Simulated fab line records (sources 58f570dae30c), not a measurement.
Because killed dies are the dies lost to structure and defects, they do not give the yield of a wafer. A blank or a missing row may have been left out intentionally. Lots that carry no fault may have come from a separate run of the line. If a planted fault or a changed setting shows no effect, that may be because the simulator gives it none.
The tool behind it: which one? + flow berkeley_cmos170 + 6 lots, 18 wafers sampled, at 2 steps of a route of 331

## WHAT THE GAUGES READ, wafer by wafer
UCB170_SILICIDE_RS_MEAS_02: a four-point-probe measurement.
| lot  | measured     | on            | SILICIDE_TI_RS (ohm/sq) |
|------|--------------|---------------|-------------------------|
| L504 | day 8 07:16  | film_metro-02 | 26.5 26.3 26.2          |
| L506 | day 8 16:56  | film_metro-02 | 26.1 26.2 26.1          |
| L508 | day 9 03:49  | film_metro-02 | 25.9 26.1 25.9          |
| L512 | day 9 20:08  | film_metro-03 | 25.8 26.2 26.0          |
| L515 | day 10 18:59 | film_metro-02 | 26.1 14.6 26.1          |
| L524 | day 12 19:11 | film_metro-04 | 26.2 25.8 25.9          |

## WHICH TOOL RAN EACH LOT (tool, then ch and the chambers of the sampled wafers, then the start)
| lot  | UCB170_SILICIDE_SPUTTER_01   |
|------|------------------------------|
| L504 | pvd_sputter-02, day 8 07:13  |
| L506 | pvd_sputter-03, day 8 16:54  |
| L508 | pvd_sputter-01, day 9 03:43  |
| L512 | pvd_sputter-03, day 9 20:05  |
| L515 | pvd_sputter-01, day 10 18:56 |
| L524 | pvd_sputter-03, day 12 19:10 |
- UCB170_SILICIDE_SPUTTER_01: material Ti, target thk 30 nm, time 25 s.

## THE ANSWER, worked out from the rows above alone
Rule: the lots themselves supply what counts as usual. The widest of any qualifying gaps counts: lots, ordered by their means at a reading, are off when they make up no more than a third of the lots, leave a main group of 4 or more, and stand apart from it by 3 or more times the standard deviation of that group's means. Not used: any main group whose means are identical at the precision the tables above print for the reading. A lot without any number at a reading at which 4 lots or more have one is off too. The other lots that the step has rows for count as sound.
Off: at UCB170_SILICIDE_RS_MEAS_02 (SILICIDE_TI_RS), L515. The main group has a mean of 26.1 ohm/sq with a standard deviation of 0.14.
A tool fits if, at a process step before that reading, it ran every lot that is off, and no sound lot after the first of them. Those tools and the gauges at UCB170_SILICIDE_RS_MEAS_02 are tried in the same way. 2 tools fit, pvd_sputter-01 at UCB170_SILICIDE_SPUTTER_01 and film_metro-02 at UCB170_SILICIDE_RS_MEAS_02, so this cannot tell which one it is.

## WHAT HAD BEEN PUT IN BY THE SIMULATOR
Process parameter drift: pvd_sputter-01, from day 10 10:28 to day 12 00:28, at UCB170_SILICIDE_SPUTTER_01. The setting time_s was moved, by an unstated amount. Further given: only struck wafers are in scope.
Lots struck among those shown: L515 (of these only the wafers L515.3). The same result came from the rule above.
